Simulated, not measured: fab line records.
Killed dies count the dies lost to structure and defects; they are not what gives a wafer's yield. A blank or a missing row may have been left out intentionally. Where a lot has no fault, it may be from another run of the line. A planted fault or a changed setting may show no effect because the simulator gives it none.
fab line records -- flow berkeley_cmos170
[record] lots = 6, wafers = 18, last_day = 11
route steps=331 shown NLDD@166 SPACER@171 PSD@175
lots that met no fault: from a run of the same line without faults
start_h: the number of hours between the record's first day and the start of the first shown wafer of the lot -- wait_h: hours elapsed since this lot's preceding step -- " identical to the entry in the row above -- L1.1+2: a single row standing in for several wafers -- - value missing, or start not given -- * or withheld: withheld -- < > ~ a bound
route shown NAME@n: a module of which the file shows steps, and the number in the route of the first -- usual: average and standard deviation across the fault-free wafers -- same: alike in all rows -- chamber/n: place in a boat -- sites: the reading at each site -- _std_site: how widely they spread, as a standard deviation -- _edge_site: the outer-site mean with the inner-site mean subtracted -- radius_mm: how far each site lies from the wafer's centre -- mask NAME#n: copy n -- behind: the tool/chamber that last shaped the wafer -- hold: why the lot went on hold/how many hours it stayed there/how the hold came to an end -- device: transistor that didn't switch, given as n, p or np -- end of line: the same wafers' tests at the end of the route -- for a step that has no rows: nothing shown but its recipe -- killed: dies that structure and defects cost at the first sort, which is not the same as the wafer's yield -- map: a wafer's dies, marking killed ones x, the rest . and places with no die _
set.NAME: the setting that was run; set.NAME@STEP: the one run at that earlier step -- model.NAME: the simulator's own value behind a step, which no gauge read
lots at selected steps of the route; one table per step, one row per wafer
services: when a tool's chamber went out of use (start_h, in hours from the record's first day, below 0 if earlier), for how many hours, and the reason
[[steps]]
[step UCB170_NLDD_IMPLANT_08]
[recipe] species = As, dose_cm2 = 5e+13, energy_kev = 30, tilt_deg = 7, rotation_deg = 0
[step UCB170_NLDD_IMPLANT_09]
[recipe] species = As, dose_cm2 = 5e+13, energy_kev = 30, tilt_deg = 7, rotation_deg = 180
[step UCB170_NLDD_STRIP_10]
[recipe] chemistry = O2, power_w = 400, pressure_mtorr = 3500, platen_temp_c = withheld, o2_flow_sccm = 400, overash_fraction = 0.5
[usual] drypump_motor_current_A = 5.7/0.41, oes_product_au = 0.734/0.0045, strip_time_to_endpoint_s = 21.64/0.046
lot.wafer,tool,chamber,start_h,wait_h,drypump_motor_current_A,oes_product_au,rf_hours_counter_h,strip_time_to_endpoint_s
L351.1,plasma_asher-02,0,157.83,0.1,5.7,0.732,48,21.66
L351.2,plasma_asher-02,1,157.83,0.1,5.3,0.737,48,21.63
L351.6,plasma_asher-02,0,157.83,0.1,5.7,0.736,-,21.60
L350.1,plasma_asher-03,1,158.10,0.1,5.3,0.738,47,21.57
L350.3,plasma_asher-03,1,158.10,0.1,5.3,0.731,-,21.56
L350.4,plasma_asher-03,0,158.10,0.1,6.4,0.736,-,21.61
L363.1,plasma_asher-04,1,222.52,0.1,5.7,0.739,38,21.64
L363.3,plasma_asher-04,1,222.52,0.1,5.7,0.733,-,21.55
L363.4,plasma_asher-04,0,222.52,0.1,5.8,0.731,-,21.56
L364.1,plasma_asher-04,1,223.07,0.1,5.6,0.731,38,21.61
L364.2,plasma_asher-04,0,223.07,0.1,5.8,0.731,38,21.64
L364.6,plasma_asher-04,0,223.07,0.1,5.8,0.738,-,21.64
L366.3,plasma_asher-02,1,232.37,0.1,5.3,0.733,-,21.55
L366.4,plasma_asher-02,0,232.37,0.1,5.7,0.733,-,21.57
L366.6,plasma_asher-02,0,232.37,0.1,5.7,0.732,-,21.60
L367.3,plasma_asher-04,0,232.67,0.1,5.8,0.741,-,21.66
L367.4,plasma_asher-04,1,232.67,0.1,5.7,0.740,-,21.67
L367.6,plasma_asher-04,0,232.67,0.1,5.8,0.733,-,21.62
[step UCB170_NLDD_TW_MEAS_11]
[usual] NLDD_TW = 2213/12
lot.wafer,tool,chamber,start_h,wait_h,NLDD_TW
L351.1,film_metro-03,-,157.93,0.1,2197
L351.2,film_metro-03,-,157.93,0.1,2200
L351.6,film_metro-03,-,157.93,0.1,2217
L350.1,film_metro-03,-,158.20,0.1,2212
L350.3,film_metro-03,-,158.20,0.1,2210
L350.4,film_metro-03,-,158.20,0.1,2212
L363.1,film_metro-01,-,222.62,0.1,2205
L363.3,film_metro-01,-,222.62,0.1,2193
L363.4,film_metro-01,-,222.62,0.1,2193
L364.1,film_metro-04,-,223.17,0.1,2213
L364.2,film_metro-04,-,223.17,0.1,2214
L364.6,film_metro-04,-,223.17,0.1,2206
L366.3,film_metro-03,-,232.46,0.1,2218
L366.4,film_metro-03,-,232.46,0.1,2230
L366.6,film_metro-03,-,232.46,0.1,2231
L367.3,film_metro-03,-,232.76,0.1,2211
L367.4,film_metro-03,-,232.76,0.1,2217
L367.6,film_metro-03,-,232.76,0.1,2235
[step UCB170_NLDD_CLEAN_12]
[recipe] chemistry = SPM, temp_c = 120, time_s = 600
[step UCB170_SPACER_CVD_00]
[recipe] material = SiO2, target_thk_nm = 376, temp_c = 390, precursor = TEOS/O2, time_s = 47, rf_w = 550, pressure_mtorr = 9000
[usual] heater_power_w = 278/58
lot.wafer,tool,chamber,start_h,wait_h,heater_power_w
L350.1,pecvd-02,2,158.99,0.0,225
L350.3,pecvd-02,0,158.99,0.0,392
L350.4,pecvd-02,1,158.99,0.0,229
L351.1,pecvd-04,2,158.99,0.0,236
L351.2,pecvd-04,1,158.99,0.0,261
L351.6,pecvd-04,2,158.99,0.0,244
L363.1,pecvd-04,1,222.86,0.0,276
L363.3,pecvd-04,0,222.86,0.0,243
L363.4,pecvd-04,2,222.86,0.0,246
L364.1,pecvd-02,1,223.41,0.0,232
L364.2,pecvd-02,2,223.41,0.0,285
L364.6,pecvd-02,2,223.41,0.0,290
L366.3,pecvd-04,2,232.67,0.0,202
L366.4,pecvd-04,2,232.67,0.0,218
L366.6,pecvd-04,1,232.67,0.0,231
L367.3,pecvd-03,0,232.99,0.0,271
L367.4,pecvd-03,1,232.99,0.0,185
L367.6,pecvd-03,0,232.99,0.0,292
[step UCB170_SPACER_THK_MEAS_01]
[recipe] reads = SiO2_of_SPACER_CVD_00
[usual] SPACER_TEOS_THK = 376/4.5
lot.wafer,tool,chamber,start_h,wait_h,SPACER_TEOS_THK[nm]
L350.1,film_metro-01,-,159.04,0.0,374
L350.3,film_metro-01,-,159.04,0.0,375
L350.4,film_metro-01,-,159.04,0.0,381
L351.1,film_metro-04,-,159.04,0.0,367
L351.2,film_metro-04,-,159.04,0.0,368
L351.6,film_metro-04,-,159.04,0.0,376
L363.1,film_metro-02,-,222.90,0.0,370
L363.3,film_metro-02,-,222.90,0.0,370
L363.4,film_metro-02,-,222.90,0.0,376
L364.1,film_metro-02,-,223.45,0.0,373
L364.2,film_metro-02,-,223.45,0.0,371
L364.6,film_metro-02,-,223.45,0.0,378
L366.3,film_metro-01,-,232.73,0.0,368
L366.4,film_metro-01,-,232.73,0.0,377
L366.6,film_metro-01,-,232.73,0.0,378
L367.3,film_metro-02,-,233.06,0.0,381
L367.4,film_metro-02,-,233.06,0.0,384
L367.6,film_metro-02,-,233.06,0.0,384
[step UCB170_SPACER_ANNEAL_02]
[recipe] temp_c = 900, time_s = 1800, ambient = N2
[step UCB170_SPACER_ETCHBACK_03]
[recipe] stop_on = Si, target = SiO2, chemistry = CHF3/CF4/Ar, CHF3_flow_sccm = 50, cf4_flow_sccm = 10, Ar_flow_sccm = 120, pressure_mtorr = 200, rf_w = 500, target_depth_a = 3760, time_s = 100
[usual] drypump_motor_current_A = 5.8/0.4, oes_product_au = 0.899/0.018, throttle_valve_pct = 6.43/0.12
lot.wafer,tool,chamber,start_h,wait_h,drypump_motor_current_A,oes_product_au,rf_hours_counter_h,throttle_valve_pct
L351.1,rie_diel-04,0,162.96,0.0,6.2,0.853,95,6.29
L351.2,rie_diel-04,1,162.96,0.0,6.4,0.882,19,6.31
L351.6,rie_diel-04,0,162.96,0.0,6.2,0.876,-,6.29
L350.1,rie_diel-04,2,163.03,0.1,5.5,0.909,142,6.61
L350.3,rie_diel-04,0,163.03,0.1,6.2,0.879,95,6.29
L350.4,rie_diel-04,2,163.03,0.1,5.5,0.921,-,6.62
L363.1,rie_diel-04,0,225.73,0.0,6.2,0.862,98,6.31
L363.3,rie_diel-04,1,225.73,0.0,6.4,0.885,22,6.30
L363.4,rie_diel-04,3,225.73,0.0,5.5,0.926,-,6.48
L364.1,rie_diel-01,0,225.73,0.0,5.3,0.897,36,6.58
L364.2,rie_diel-01,1,225.73,0.0,6.1,0.870,67,6.24
L364.6,rie_diel-01,0,225.73,0.0,5.2,0.914,-,6.58
L366.3,rie_diel-04,1,237.61,0.0,6.4,0.884,23,6.31
L366.4,rie_diel-04,1,237.61,0.0,6.4,0.901,-,6.29
L366.6,rie_diel-04,0,237.61,0.0,6.2,0.887,-,6.29
L367.3,rie_diel-01,0,237.61,0.0,5.2,0.917,36,6.58
L367.4,rie_diel-01,2,237.61,0.0,6.1,0.901,7,6.50
L367.6,rie_diel-01,1,237.61,0.0,6.0,0.899,-,6.23
[step UCB170_PSD_HMDS_00]
[recipe] prime_time_s = 60, prime_temp_c = 100
[step UCB170_PSD_COAT_01]
[recipe] resist = KrF, spin_rpm = 1500, resist_thk_nm = 900
[step UCB170_PSD_SOFTBAKE_02]
[recipe] resist = KrF, temp_c = 130, time_s = 60
[step UCB170_PSD_EXPOSE_03]
[recipe] mask_id = PSELECT_MOD, na = 0.5, sigma_outer = 0.6, source_shape = conventional, target_cd_nm = 1200, dose_mj = 30
[usual] exposure_dose_mJ_cm2 = 31.07/0.036, focus_offset_nm = 0.0/0.54, reticle_temp_C = 23.03/0.099
lot.wafer,tool,chamber,start_h,wait_h,mask,exposure_dose_mJ_cm2,focus_offset_nm,reticle_temp_C
L351.1,krf_scanner-01,0,163.48,0.1,PSELECT_MOD#0,31.04,-0.3,22.81
L351.2,krf_scanner-01,0,163.48,0.1,PSELECT_MOD#0,31.05,0.1,22.95
L351.6,krf_scanner-01,0,163.48,0.1,PSELECT_MOD#0,31.07,0.6,23.01
L350.1,krf_scanner-01,0,164.11,0.4,PSELECT_MOD#0,31.11,-0.5,22.98
L350.3,krf_scanner-01,0,164.11,0.4,PSELECT_MOD#0,31.14,0.3,22.93
L350.4,krf_scanner-01,0,164.11,0.4,PSELECT_MOD#0,31.10,-0.5,22.82
L364.1,krf_scanner-01,-,226.66,0.1,PSELECT_MOD#0,-,-,-
L364.2,krf_scanner-01,-,226.66,0.1,PSELECT_MOD#0,-,-,-
L364.6,krf_scanner-01,-,226.66,0.1,PSELECT_MOD#0,-,-,-
L363.1,krf_scanner-01,-,226.77,0.2,PSELECT_MOD#0,-,-,-
L363.3,krf_scanner-01,-,226.77,0.2,PSELECT_MOD#0,-,-,-
L363.4,krf_scanner-01,-,226.77,0.2,PSELECT_MOD#0,-,-,-
L366.3,krf_scanner-01,0,238.17,0.1,PSELECT_MOD#0,31.09,-0.2,22.92
L366.4,krf_scanner-01,0,238.17,0.1,PSELECT_MOD#0,31.09,-0.5,22.84
L366.6,krf_scanner-01,0,238.17,0.1,PSELECT_MOD#0,31.09,0.2,23.00
L367.3,krf_scanner-01,0,238.28,0.2,PSELECT_MOD#0,31.08,0.4,23.02
L367.4,krf_scanner-01,0,238.28,0.2,PSELECT_MOD#0,31.08,0.0,23.11
L367.6,krf_scanner-01,0,238.28,0.2,PSELECT_MOD#0,31.03,-0.7,23.13
[step UCB170_PSD_PEB_04]
[recipe] peb_temp_c = 129.1, peb_time_s = withheld, resist = KrF
[[services]]
tool,chamber,start_h,hours,kind
pecvd-04,0,134.43,13.0,repair
pecvd-03,-,134.64,5.8,repair
rie_diel-01,2,136.74,2.4,repair
krf_scanner-01,-,137.67,1.3,pm
pecvd-03,-,138.06,1.0,repair
rie_diel-04,3,159.00,13.3,repair
krf_scanner-01,-,177.17,4.0,pm
rie_diel-04,-,177.34,4.3,pm
plasma_asher-04,-,179.09,1.3,repair
rie_diel-04,2,186.76,3.0,repair
plasma_asher-04,-,187.54,2.3,repair
rie_diel-04,-,189.36,2.5,repair
krf_scanner-01,-,189.54,0.8,pm
krf_scanner-01,-,193.03,4.4,pm
rie_diel-04,3,198.45,3.0,repair
rie_diel-01,-,211.60,0.9,repair
rie_diel-04,2,215.57,-,clean
rie_diel-04,2,215.57,33.4,scheduled_down
pecvd-03,2,217.58,23.7,repair
krf_scanner-01,-,218.16,1.2,repair
pecvd-02,1,231.16,22.0,repair
pecvd-03,-,231.23,1.3,repair
krf_scanner-01,0,233.27,-,calibration
pecvd-03,-,235.85,2.3,repair
[[key]]
[first_sign] step = UCB170_PSD_EXPOSE_03, reading = tool_record, direction = missing
effect none on later readings
met_at UCB170_PSD_EXPOSE_03
struck_wafers L363.1,L363.3,L363.4,L364.1,L364.2,L364.6
sort_left_out L363.1,L363.3,L363.4,L364.1,L364.2,L364.6
tester_left_out L363,L364
onset_between 164.11 226.66
[fault] kind = skipped_step_whole, tool = krf_scanner-01, chamber = -, onset_h = 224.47, steps = UCB170_PSD_EXPOSE_03, scope = struck_lots_only
// tester_left_out: of these lots the tester's yield and bins aren't shown, on N5 and GAA mostly nor the transistor test; their killed dies are dies lost to structure and defects alone, not to doping, threshold or leakage, so they don't give the yield
// sort_left_out: the simulated sort isn't trusted on such a fault, so these wafers' sort isn't shown, and their yield isn't known
